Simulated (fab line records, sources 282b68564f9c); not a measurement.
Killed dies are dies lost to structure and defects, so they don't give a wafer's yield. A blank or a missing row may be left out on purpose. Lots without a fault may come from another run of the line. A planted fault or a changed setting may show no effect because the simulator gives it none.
One fault seen from 2 desks | flow rit_cmos | each desk has only its own numbers; what lay behind them comes last

THE METROLOGY DESK
What the gauges read, lot by lot, whatever tool the lot ran on: means of the sampled wafers that have a number. A lot is out of limits, marked OUT, if its mean lies more than 4 standard deviations from the usual mean; the brackets give that distance.
Columns: A = cd_nm at RIT_ACTIVE_CD_MEAS_90, usual 1400.3 nm; B = PWELL_OVL at RIT_PWELL_OVL_MEAS_06, usual -1.4 nm; C = NLDD_OVL at RIT_NLDD_OVL_MEAS_06, usual -0.8 nm
lot  | first seen here | A      | B    | C
L109 | day 1 20:44     | 1402.7 | -1.4 | -1.0
L110 | day 2 01:02     | 1401.9 | -0.2 | -1.3
L111 | day 2 06:08     | 1396.0 | -3.6 | -0.9
L113 | day 2 17:26     | 1397.7 | -2.0 | 0.3
L114 | day 3 00:02     | 1400.0 | -1.9 | -1.1
L116 | day 3 07:16     | 1403.9 | -2.9 | -2.5
L117 | day 3 14:19     | 1399.5 | -0.8 | 0.9
L118 | day 3 17:53     | 1400.0 | -1.5 | -1.3
L120 | day 4 04:08     | 1397.0 | -1.9 | -0.8
L122 | day 4 13:37     | 1398.8 | -0.8 | -0.2
L123 | day 4 19:31     | 1400.5 | -2.7 | -7.2 (-5.4) OUT
L127 | day 5 16:00     | 1402.6 | -0.3 | -5.9 (-4.3) OUT
L128 | day 5 19:20     | 1399.8 | -2.6 | 1.5
L130 | day 6 05:22     | 1399.8 | -2.1 | -0.1
This desk's finding: out of limits on L123, L127; first on L123, day 5 23:25 (NLDD_OVL at RIT_NLDD_OVL_MEAS_06). In limits: L109, L110, L111, L113, L114, L116, L117, L118, L120, L122, L128, L130.

THE TOOL OWNER'S DESK: iline_stepper-02
The tool's own readings at RIT_NLDD_EXPOSE_03 (exposes mask M7, target cd 40700 nm): means of the sampled wafers that have a number, for each lot that ran on this tool. A lot is out of limits, marked OUT, if its mean lies more than 4 standard deviations from the usual mean; the brackets give that distance.
Columns: A = reticle_temp_C at RIT_NLDD_EXPOSE_03, usual 23.00 C
lot  | first seen here | A
L109 | day 3 02:12     | 23.08
L110 | day 3 05:50     | 22.99
L111 | day 3 12:48     | 22.97
L113 | day 3 22:37     | 22.85
L114 | day 4 05:40     | 23.02
L116 | day 4 13:55     | 22.95
L118 | day 5 00:20     | 22.95
L123 | day 5 23:03     | 22.88
L127 | day 6 20:18     | 22.97
This desk's finding: nothing out of limits on any of the 9 lots.

PUT TOGETHER
The metrology desk could have raised an alarm at day 5 23:25, on L123, L127.
The tool owner's desk saw nothing out of limits.
The tool owner's desk has L123, L127 on record, within its limits.
Of the lots named, all ran RIT_NLDD_EXPOSE_03 on iline_stepper-02.

WHAT THE SIMULATOR HAD PUT IN
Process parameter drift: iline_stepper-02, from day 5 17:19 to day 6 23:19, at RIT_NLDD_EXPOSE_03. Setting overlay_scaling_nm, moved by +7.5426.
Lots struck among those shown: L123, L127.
Hours from the fault's start to each desk's first reading out of limits: the metrology desk, 6.
